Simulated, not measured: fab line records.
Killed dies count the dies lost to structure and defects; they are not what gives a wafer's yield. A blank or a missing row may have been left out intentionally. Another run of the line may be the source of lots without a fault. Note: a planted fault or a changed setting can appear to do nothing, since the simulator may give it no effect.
Which tool was responsible? + flow berkeleyCmos170 + 14 lots with 42 wafers sampled at 2 steps, on a route of 331 steps

== WHAT THE GAUGES SHOWED, per wafer ==
The record lacks any reading of a measuring or inspecting step that a usual standard deviation could be used to judge.

== WHICH TOOL RAN EACH LOT (tool, then ch and the chambers of the sampled wafers, then the start) ==
| lot  | UCB170_M3_COAT_05                | UCB170_M3_STRIP_07                  |
|------|----------------------------------|-------------------------------------|
| L233 | lithoTrack-04 ch 0, day 9 01:22  | plasmaAsher-04 ch 0, day 9 01:40    |
| L234 | lithoTrack-04 ch 0, day 9 13:30  | plasmaAsher-01 ch 1, day 9 13:47    |
| L235 | lithoTrack-04 ch 0, day 9 15:40  | plasmaAsher-03 ch 0,1, day 9 16:00  |
| L237 | lithoTrack-01 ch 0, day 10 04:26 | plasmaAsher-03 ch 0,1, day 10 04:44 |
| L241 | lithoTrack-01 ch 0, day 10 14:29 | plasmaAsher-03 ch 0,1, day 10 14:47 |
| L242 | lithoTrack-01 ch 0, day 11 07:12 | plasmaAsher-04 ch 0,1, day 11 07:30 |
| L243 | lithoTrack-01 ch 0, day 11 08:31 | plasmaAsher-03 ch 0,1, day 11 08:49 |
| L244 | lithoTrack-04 ch 0, day 11 09:49 | plasmaAsher-01 ch 0,1, day 11 10:07 |
| L245 | lithoTrack-02 ch 0, day 12 01:20 | plasmaAsher-01 ch 0,1, day 12 01:38 |
| L247 | lithoTrack-01 ch 0, day 12 01:53 | plasmaAsher-04 ch 0,1, day 12 02:11 |
| L248 | lithoTrack-04 ch 0, day 12 13:32 | plasmaAsher-01 ch 0,1, day 12 13:49 |
| L253 | lithoTrack-04 ch 0, day 13 02:51 | plasmaAsher-03 ch 0,1, day 13 03:09 |
| L252 | lithoTrack-02 ch 0, day 13 05:47 | plasmaAsher-01 ch 0,1, day 13 06:05 |
| L254 | lithoTrack-04 ch 0, day 13 06:24 | plasmaAsher-03 ch 0,1, day 13 06:40 |
- UCB170_M3_COAT_05: resist thk 900 nm.
- UCB170_M3_STRIP_07: strips in O2.

== WHAT THE TOOLS THEMSELVES READ (means of the sampled wafers that have a number; where no wafer has one, the mark that the record gives instead) ==
UCB170_M3_COAT_05. Usual: chillPlateTempC 23.01 C, standard deviation 0.095; resistLineTempC 23.00 C, standard deviation 0.12; spinSpeedRpm 1500.0 rpm, standard deviation 1.1.
| lot  | tool          | chillPlateTempC (C) | resistLineTempC (C) | spinSpeedRpm (rpm) | flag |
|------|---------------|---------------------|---------------------|--------------------|------|
| L233 | lithoTrack-04 | 23.00               | 22.91               | 1500.6             |      |
| L234 | lithoTrack-04 | 23.06               | 23.13               | 1499.6             |      |
| L235 | lithoTrack-04 | 23.03               | 23.06               | 1498.9             |      |
| L237 | lithoTrack-01 | 22.85               | 23.03               | 1501.3             |      |
| L241 | lithoTrack-01 | 23.00               | 23.14               | 1499.5             |      |
| L242 | lithoTrack-01 | 23.03               | 23.09               | 1500.1             |      |
| L243 | lithoTrack-01 | 22.97               | 23.07               | 1583.4             | OFF  |
| L244 | lithoTrack-04 | 23.06               | 22.93               | 1499.3             |      |
| L245 | lithoTrack-02 | 23.00               | 23.02               | 1500.0             |      |
| L247 | lithoTrack-01 | 22.97               | 22.99               | 1582.1             | OFF  |
| L248 | lithoTrack-04 | 23.12               | 23.03               | 1499.5             |      |
| L253 | lithoTrack-04 | 22.87               | 23.10               | 1500.1             |      |
| L252 | lithoTrack-02 | 23.15               | 23.14               | 1499.9             |      |
| L254 | lithoTrack-04 | 23.00               | 23.00               | 1500.1             |      |

UCB170_M3_STRIP_07. Usual: drypumpMotorCurrentA 6.0 A, standard deviation 0.39; oesProductAu 0.734 a.u., standard deviation 0.0048; stripTimeToEndpointS 21.99 s, standard deviation 0.068.
| lot  | tool           | drypumpMotorCurrentA (A) | oesProductAu (a.u.) | stripTimeToEndpointS (s) | flag |
|------|----------------|--------------------------|---------------------|--------------------------|------|
| L233 | plasmaAsher-04 | 5.8                      | 0.736               | 21.97                    |      |
| L234 | plasmaAsher-01 | 5.6                      | 0.737               | 22.03                    |      |
| L235 | plasmaAsher-03 | 6.2                      | 0.736               | 21.92                    |      |
| L237 | plasmaAsher-03 | 6.4                      | 0.739               | 21.97                    |      |
| L241 | plasmaAsher-03 | 6.2                      | 0.736               | 21.91                    |      |
| L242 | plasmaAsher-04 | 5.8                      | 0.732               | 22.04                    |      |
| L243 | plasmaAsher-03 | 6.2                      | 0.732               | 21.47                    | OFF  |
| L244 | plasmaAsher-01 | 6.0                      | 0.732               | 21.97                    |      |
| L245 | plasmaAsher-01 | 6.0                      | 0.733               | 22.01                    |      |
| L247 | plasmaAsher-04 | 5.8                      | 0.735               | 21.38                    | OFF  |
| L248 | plasmaAsher-01 | 5.8                      | 0.738               | 22.11                    |      |
| L253 | plasmaAsher-03 | 6.5                      | 0.735               | 22.05                    |      |
| L252 | plasmaAsher-01 | 5.8                      | 0.726               | 22.06                    |      |
| L254 | plasmaAsher-03 | 6.5                      | 0.733               | 22.09                    |      |

== THE ANSWER, worked out from the rows above alone ==
Rule: a lot is off if the mean of its wafers that have a number lies more than 3 standard deviations from the usual mean. A lot without any number at a reading at which 4 lots or more have one is off too. The other lots that the step has rows for count as sound. After the gauges, taken in route order, come the tools' own readings; for these a lot's mean is taken, as printed above. The first step at which some lot is off is used, and at that step the reading that is off furthest; a lot without a number counts as furthest.
Off: L243, L247 (UCB170_M3_COAT_05, spinSpeedRpm).
If a tool, at that step or one of the process steps before it, ran each lot that is off and ran no sound lot following the first of them, it fits. One candidate fits, namely lithoTrack-01 at UCB170_M3_COAT_05. A fault onset in the window from L242 (day 11 07:12, its last sound lot) to L243 (day 11 08:31, its first lot off) fits.
On the lots that are off, the tool's own readings at UCB170_M3_COAT_05 differ by more than 5 times the standard deviation of the sound lots' means, which bears it out; spinSpeedRpm reads 1582.8 rpm there versus 1499.9 rpm on the sound lots.

== WHAT WAS PUT IN BY THE SIMULATOR ==
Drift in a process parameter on lithoTrack-01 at UCB170_M3_COAT_05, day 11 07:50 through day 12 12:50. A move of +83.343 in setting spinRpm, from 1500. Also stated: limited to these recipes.
Shown lots that were struck: L243, L247. This agrees with what the rule above found.
